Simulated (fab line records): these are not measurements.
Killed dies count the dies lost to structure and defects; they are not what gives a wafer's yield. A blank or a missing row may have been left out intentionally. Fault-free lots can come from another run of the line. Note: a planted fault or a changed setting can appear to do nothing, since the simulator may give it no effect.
Split-lot trial / flow rit-cmos / route with 202 steps; 5 lots, 23 wafers read

== ABOUT THE SPLIT ==
At RIT_PRETRO_COAT_01 (resist thk 1300 nm), the setting spin-rpm was moved away from the recipe's 2000 rpm on 5 of the 23 wafers read, by -6.7% to +5.1%. The other wafers ran this setting at the recipe's value.

Split to reading: the file shows no intervening step.

== THE READING ==
NOVOLAK_of_PRETRO_COAT_01.thk-nm (the simulator's own value, which no gauge read), in nm, at RIT_PRETRO_HARDBAKE_07 (time 120 s). No usual value for it is given in the file. Across the 18 wafers here that went through the recipe, the average is 1138 nm and the standard deviation 3.1 nm.

wafer=L075.1; tool, chamber at the split=litho-track-02, 0; spin-rpm as run, rpm=2102; against the recipe=+5.1%; NOVOLAK_of_PRETRO_COAT_01.thk-nm, nm=1107; against lot-mates on the recipe=-29
wafer=L075.2; tool, chamber at the split=litho-track-02, 0; spin-rpm as run, rpm=2000; against the recipe=recipe; NOVOLAK_of_PRETRO_COAT_01.thk-nm, nm=1132; against lot-mates on the recipe=-
wafer=L075.3; tool, chamber at the split=litho-track-02, 0; spin-rpm as run, rpm=2000; against the recipe=recipe; NOVOLAK_of_PRETRO_COAT_01.thk-nm, nm=1139; against lot-mates on the recipe=-
wafer=L075.5; tool, chamber at the split=litho-track-02, 0; spin-rpm as run, rpm=2000; against the recipe=recipe; NOVOLAK_of_PRETRO_COAT_01.thk-nm, nm=1137; against lot-mates on the recipe=-
wafer=L075.6; tool, chamber at the split=litho-track-02, 0; spin-rpm as run, rpm=2102; against the recipe=+5.1%; NOVOLAK_of_PRETRO_COAT_01.thk-nm, nm=1110; against lot-mates on the recipe=-26
wafer=L076.1; tool, chamber at the split=litho-track-01, 0; spin-rpm as run, rpm=2000; against the recipe=recipe; NOVOLAK_of_PRETRO_COAT_01.thk-nm, nm=1143; against lot-mates on the recipe=-
wafer=L076.2; tool, chamber at the split=litho-track-01, 0; spin-rpm as run, rpm=2000; against the recipe=recipe; NOVOLAK_of_PRETRO_COAT_01.thk-nm, nm=1136; against lot-mates on the recipe=-
wafer=L076.4; tool, chamber at the split=litho-track-01, 0; spin-rpm as run, rpm=1866; against the recipe=-6.7%; NOVOLAK_of_PRETRO_COAT_01.thk-nm, nm=1185; against lot-mates on the recipe=+46
wafer=L076.6; tool, chamber at the split=litho-track-01, 0; spin-rpm as run, rpm=1866; against the recipe=-6.7%; NOVOLAK_of_PRETRO_COAT_01.thk-nm, nm=1185; against lot-mates on the recipe=+46
wafer=L076.5; tool, chamber at the split=litho-track-01, 0; spin-rpm as run, rpm=1866; against the recipe=-6.7%; NOVOLAK_of_PRETRO_COAT_01.thk-nm, nm=1179; against lot-mates on the recipe=+40
wafer=L077.1; tool, chamber at the split=litho-track-01, 0; spin-rpm as run, rpm=2000; against the recipe=recipe; NOVOLAK_of_PRETRO_COAT_01.thk-nm, nm=1138; against lot-mates on the recipe=-
wafer=L077.5; tool, chamber at the split=litho-track-01, 0; spin-rpm as run, rpm=2000; against the recipe=recipe; NOVOLAK_of_PRETRO_COAT_01.thk-nm, nm=1138; against lot-mates on the recipe=-
wafer=L077.2; tool, chamber at the split=litho-track-01, 0; spin-rpm as run, rpm=2000; against the recipe=recipe; NOVOLAK_of_PRETRO_COAT_01.thk-nm, nm=1139; against lot-mates on the recipe=-
wafer=L077.4; tool, chamber at the split=litho-track-01, 0; spin-rpm as run, rpm=2000; against the recipe=recipe; NOVOLAK_of_PRETRO_COAT_01.thk-nm, nm=1136; against lot-mates on the recipe=-
wafer=L077.6; tool, chamber at the split=litho-track-01, 0; spin-rpm as run, rpm=2000; against the recipe=recipe; NOVOLAK_of_PRETRO_COAT_01.thk-nm, nm=1140; against lot-mates on the recipe=-
wafer=L081.1; tool, chamber at the split=litho-track-01, 0; spin-rpm as run, rpm=2000; against the recipe=recipe; NOVOLAK_of_PRETRO_COAT_01.thk-nm, nm=1143; against lot-mates on the recipe=-
wafer=L081.3; tool, chamber at the split=litho-track-01, 0; spin-rpm as run, rpm=2000; against the recipe=recipe; NOVOLAK_of_PRETRO_COAT_01.thk-nm, nm=1141; against lot-mates on the recipe=-
wafer=L081.5; tool, chamber at the split=litho-track-01, 0; spin-rpm as run, rpm=2000; against the recipe=recipe; NOVOLAK_of_PRETRO_COAT_01.thk-nm, nm=1141; against lot-mates on the recipe=-
wafer=L081.4; tool, chamber at the split=litho-track-01, 0; spin-rpm as run, rpm=2000; against the recipe=recipe; NOVOLAK_of_PRETRO_COAT_01.thk-nm, nm=1136; against lot-mates on the recipe=-
wafer=L081.6; tool, chamber at the split=litho-track-01, 0; spin-rpm as run, rpm=2000; against the recipe=recipe; NOVOLAK_of_PRETRO_COAT_01.thk-nm, nm=1140; against lot-mates on the recipe=-
wafer=L082.1; tool, chamber at the split=litho-track-04, 0; spin-rpm as run, rpm=2000; against the recipe=recipe; NOVOLAK_of_PRETRO_COAT_01.thk-nm, nm=1134; against lot-mates on the recipe=-
wafer=L082.4; tool, chamber at the split=litho-track-04, 0; spin-rpm as run, rpm=2000; against the recipe=recipe; NOVOLAK_of_PRETRO_COAT_01.thk-nm, nm=1133; against lot-mates on the recipe=-
wafer=L082.6; tool, chamber at the split=litho-track-04, 0; spin-rpm as run, rpm=2000; against the recipe=recipe; NOVOLAK_of_PRETRO_COAT_01.thk-nm, nm=1139; against lot-mates on the recipe=-

FIT RESULTS
A straight line over all 23 wafers: NOVOLAK_of_PRETRO_COAT_01.thk-nm changes by -6.43 nm for each +1% of spin-rpm; r = -0.99; the points scatter about the line by 3.3 nm.
The same after taking each lot's own level away (the mean of its wafers on the recipe; 23 wafers): -6.15 nm for each +1%; r = -0.99; scatter 2.9 nm.
That fit puts the effect of the largest move of spin-rpm on the reading at 41 nm.
Across the lots, their own levels run from 1135.3 to 1140.2 nm, a range of 1.6 times the standard deviation given above.
So the lot-to-lot level changes the slope little: the two slopes agree.
Check: for one of the wafers moved furthest among these (-6.7%), held out of the fit, the line's prediction against its lot-mates is +40.6 nm. Against them it came out at +45.5 nm.

== FURTHER SPLITS ON THESE WAFERS ==
These wafers also went through other splits before the reading. Each is held against what the fit with the lots' levels taken away leaves over:
other split on the same wafers=RIT_ACTIVE_OXIDATION_01 temp-c; wafers away from the commonest value=18; r with NOVOLAK_of_PRETRO_COAT_01.thk-nm (lot level and that fit taken away)=-0.02
other split on the same wafers=RIT_ACTIVE_EXPOSE_08 dose-mj; wafers away from the commonest value=5; r with NOVOLAK_of_PRETRO_COAT_01.thk-nm (lot level and that fit taken away)=+0.03
other split on the same wafers=RIT_ACTIVE_ETCH_13 pressure-mtorr; wafers away from the commonest value=15; r with NOVOLAK_of_PRETRO_COAT_01.thk-nm (lot level and that fit taken away)=-0.13
other split on the same wafers=RIT_FOX2_OXIDATION_00 temp-c; wafers away from the commonest value=10; r with NOVOLAK_of_PRETRO_COAT_01.thk-nm (lot level and that fit taken away)=+0.09
other split on the same wafers=RIT_NWELL_SOFTBAKE_02 temp-c; wafers away from the commonest value=8; r with NOVOLAK_of_PRETRO_COAT_01.thk-nm (lot level and that fit taken away)=-0.34
other split on the same wafers=RIT_NWELL_IMPLANT_08 dose-cm2; wafers away from the commonest value=8; r with NOVOLAK_of_PRETRO_COAT_01.thk-nm (lot level and that fit taken away)=-0.11
other split on the same wafers=RIT_PWELL_STRIP_09 o2-flow-sccm; wafers away from the commonest value=8; r with NOVOLAK_of_PRETRO_COAT_01.thk-nm (lot level and that fit taken away)=-0.03

== THE WHOLE CHAIN: every reading that the file lists as answering this split, in the file's order ==
step=RIT_PRETRO_COAT_01; what it does=resist thk 1300 nm; reading=NOVOLAK_of_PRETRO_COAT_01.thk-nm (the simulator's own value, which no gauge read); change (the file's fit)=-6.77 nm for each +1% of the setting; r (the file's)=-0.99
step=RIT_PRETRO_HARDBAKE_07; what it does=time 120 s; reading=NOVOLAK_of_PRETRO_COAT_01.thk-nm (the simulator's own value, which no gauge read); change (the file's fit)=-6.11 nm for each +1% of the setting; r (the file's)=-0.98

== THE FILE'S OWN FIT ==
NOVOLAK_of_PRETRO_COAT_01.thk-nm changes by -6.11 nm for each +1% of spin-rpm, r = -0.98.
